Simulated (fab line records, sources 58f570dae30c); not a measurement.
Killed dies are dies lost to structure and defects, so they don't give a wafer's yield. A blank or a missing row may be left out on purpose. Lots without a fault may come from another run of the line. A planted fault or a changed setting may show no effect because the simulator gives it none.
Which tool did it? | flow berkeley_cmos170 | 14 lots, 42 wafers sampled, at 4 steps of a route of 331

WHAT THE GAUGES READ, wafer by wafer
UCB170_WELLDRIVE_THK_MEAS_02. Usual: WELLDRIVE_OXIDE_THK 198 nm, standard deviation 3.3.
lot  | measured    | on            | WELLDRIVE_OXIDE_THK (nm) | flag
L201 | day 3 07:15 | film_metro-03 | 194 194 195              |
L202 | day 3 07:15 | film_metro-04 | 198 197 198              |
L203 | day 3 18:16 | film_metro-04 | 199 196 197              |
L206 | day 4 12:26 | film_metro-04 | 199 201 201              |
L205 | day 4 12:26 | film_metro-03 | 197 197 195              |
L207 | day 4 19:38 | film_metro-03 | 202 197 199              |
L209 | day 5 09:02 | film_metro-04 | 199 201 202              |
L212 | day 5 18:47 | film_metro-04 | 196 196 198              |
L211 | day 5 18:47 | film_metro-03 | 201 199 196              |
L214 | day 6 02:31 | film_metro-04 | 193 198 191              |
L217 | day 7 01:59 | film_metro-03 | 196 197 199              |
L222 | day 7 22:36 | film_metro-03 | 193 195 194              |
L223 | day 7 22:36 | film_metro-02 | 194 199 199              |
L224 | day 8 11:33 | film_metro-02 | 196 198 196              |

UCB170_PLDD_CD_MEAS_06: target cd 1200 nm. Usual: cd_nm 1199.5 nm, standard deviation 1.3.
lot  | measured     | on        | cd_nm (nm)           | flag
L201 | day 6 02:13  | cd_sem-02 | 1199.6 1199.8 1199.6 |
L202 | day 6 02:29  | cd_sem-01 | 1201.0 1200.0 1200.3 |
L203 | day 6 12:54  | cd_sem-01 | 1199.9 1200.6 1200.4 |
L206 | day 7 07:16  | cd_sem-02 | 1199.0 1198.8 1198.2 |
L205 | day 7 07:01  | cd_sem-02 | 1199.6 1199.2 1199.5 |
L207 | day 7 17:25  | cd_sem-01 | 1199.2 1199.9 1199.2 |
L209 | day 8 01:17  | cd_sem-02 | 1198.6 1197.7 1198.7 |
L212 | day 8 14:52  | cd_sem-01 | 1201.4 1201.4 1201.8 |
L211 | day 8 15:10  | cd_sem-01 | 1195.7 1198.3 1197.5 |
L214 | day 8 21:56  | cd_sem-02 | 1200.2 1200.5 1200.4 |
L217 | day 9 14:02  | cd_sem-01 | 1199.1 1198.2 1199.4 |
L222 | day 10 14:16 | cd_sem-01 | 1197.7 1198.7 1197.5 |
L223 | day 10 14:00 | cd_sem-01 | 1200.6 1200.8 1200.1 |
L224 | day 11 12:28 | cd_sem-01 | 1198.5 1198.0 1198.8 |

WHICH TOOL RAN EACH LOT (tool, then ch and the chambers of the sampled wafers, then the start)
lot  | UCB170_PWELL_PEB_11              | UCB170_GATE_ETCH_14
L201 | litho_track-04 ch 0, day 2 19:40 | rie_diel-02 ch 1,2, day 6 00:15
L202 | litho_track-02 ch 0, day 2 19:55 | rie_diel-03 ch 0,1,2, day 6 00:32
L203 | litho_track-01 ch 0, day 3 06:53 | rie_diel-02 ch 1,2, day 6 11:13
L206 | litho_track-04 ch 0, day 4 02:19 | rie_diel-04 ch 0,2,3, day 7 05:35
L205 | litho_track-02 ch 0, day 4 02:31 | rie_diel-02 ch 0,3, day 7 05:20
L207 | litho_track-02 ch 0, day 4 08:34 | rie_diel-03 ch 1,3, day 7 15:56
L209 | litho_track-02 ch 0, day 4 21:53 | rie_diel-02 ch 0,2,3, day 7 23:50
L212 | litho_track-02 ch 0, day 5 07:30 | rie_diel-03 ch 0,1,3, day 8 13:19
L211 | litho_track-04 ch 0, day 5 07:35 | rie_diel-02 ch 0,3, day 8 13:34
L214 | litho_track-04 ch 0, day 5 14:32 | rie_diel-02 ch 0,1, day 8 19:12
L217 | litho_track-02 ch 0, day 6 14:17 | rie_diel-03 ch 2,3, day 9 11:31
L222 | litho_track-04 ch 0, day 7 10:39 | rie_diel-04 ch 0,3, day 10 12:18
L223 | litho_track-04 ch 0, day 7 10:55 | rie_diel-02 ch 0,3, day 10 11:56
L224 | litho_track-01 ch 0, day 8 00:38 | rie_diel-04 ch 0,2,3, day 11 09:29
- UCB170_PWELL_PEB_11
- UCB170_GATE_ETCH_14: etches BARC in N2/H2.

WHAT THE TOOLS THEMSELVES READ (means of the sampled wafers that have a number; where no wafer has one, the mark that the record gives instead)
UCB170_PWELL_PEB_11. Usual: heater_power_total_W 56.80 W, standard deviation 0.048; plate_temp_C 129.99 C, standard deviation 0.14.
lot  | tool           | heater_power_total_W (W) | plate_temp_C (C) | flag
L201 | litho_track-04 | 56.79                    | 130.20           |
L202 | litho_track-02 | 56.76                    | 130.05           |
L203 | litho_track-01 | 56.86                    | 129.77           |
L206 | litho_track-04 | 56.82                    | 129.80           |
L205 | litho_track-02 | 56.80                    | 129.94           |
L207 | litho_track-02 | 56.83                    | 129.85           |
L209 | litho_track-02 | 56.82                    | 129.92           |
L212 | litho_track-02 | 56.83                    | 129.96           |
L211 | litho_track-04 | 56.77                    | 129.84           |
L214 | litho_track-04 | 56.78                    | 129.99           |
L217 | litho_track-02 | 56.84                    | 130.20           |
L222 | litho_track-04 | 54.40                    | 125.80           | OFF
L223 | litho_track-04 | 54.35                    | 125.80           | OFF
L224 | litho_track-01 | 56.82                    | 130.06           |

UCB170_GATE_ETCH_14. Usual: drypump_motor_current_A 5.6 A, standard deviation 0.36; oes_product_au 1.005 a.u., standard deviation 0.023; throttle_valve_pct 13.22 %, standard deviation 0.23.
lot  | tool        | drypump_motor_current_A (A) | oes_product_au (a.u.) | throttle_valve_pct (%) | flag
L201 | rie_diel-02 | 5.6                         | 1.025                 | 13.07                  |
L202 | rie_diel-03 | 5.8                         | 0.993                 | 13.34                  |
L203 | rie_diel-02 | 5.7                         | 1.038                 | 13.00                  |
L206 | rie_diel-04 | 5.6                         | 1.006                 | 13.04                  |
L205 | rie_diel-02 | 5.3                         | 0.998                 | 13.26                  |
L207 | rie_diel-03 | 5.6                         | 1.010                 | 13.48                  |
L209 | rie_diel-02 | 5.5                         | 1.015                 | 13.15                  |
L212 | rie_diel-03 | 5.7                         | 0.996                 | 13.30                  |
L211 | rie_diel-02 | 5.4                         | 1.017                 | 13.30                  |
L214 | rie_diel-02 | 5.3                         | 0.997                 | 13.19                  |
L217 | rie_diel-03 | 5.8                         | 1.016                 | 13.52                  |
L222 | rie_diel-04 | 5.6                         | 1.011                 | 13.00                  |
L223 | rie_diel-02 | 5.4                         | 1.012                 | 13.31                  |
L224 | rie_diel-04 | 5.6                         | 1.005                 | 13.03                  |

THE ANSWER, worked out from the rows above alone
Rule: a lot is off if the mean of its wafers that have a number lies more than 3 standard deviations from the usual mean. A lot without any number at a reading at which 4 lots or more have one is off too. The other lots that the step has rows for count as sound. The gauges are gone through in route order, then the tools' own readings, and for those a lot's mean is taken as printed above. The first step at which some lot is off is used, and at that step the reading that is off furthest; a lot without a number counts as furthest.
Off: L222, L223, at UCB170_PWELL_PEB_11 (heater_power_total_W).
A tool fits if, at that step or a process step before it, it ran every lot that is off, and no sound lot after the first of them. One fits: litho_track-04 at UCB170_PWELL_PEB_11. Its last sound lot is L214 (day 5 14:32), its first lot that is off L222 (day 7 10:39): a fault that began between those two fits.
The tool's own readings at UCB170_PWELL_PEB_11 bear it out: on the lots that are off they differ by more than 5 times the standard deviation of the sound lots' means. heater_power_total_W reads 54.38 W there against 56.81 W on the sound lots; plate_temp_C reads 125.80 C there against 129.97 C on the sound lots.

WHAT THE SIMULATOR HAD PUT IN
Process parameter drift: litho_track-04, from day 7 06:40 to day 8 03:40, at UCB170_PWELL_PEB_11. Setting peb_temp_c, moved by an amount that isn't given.
Lots struck among those shown: L222, L223. The rule above found the same.
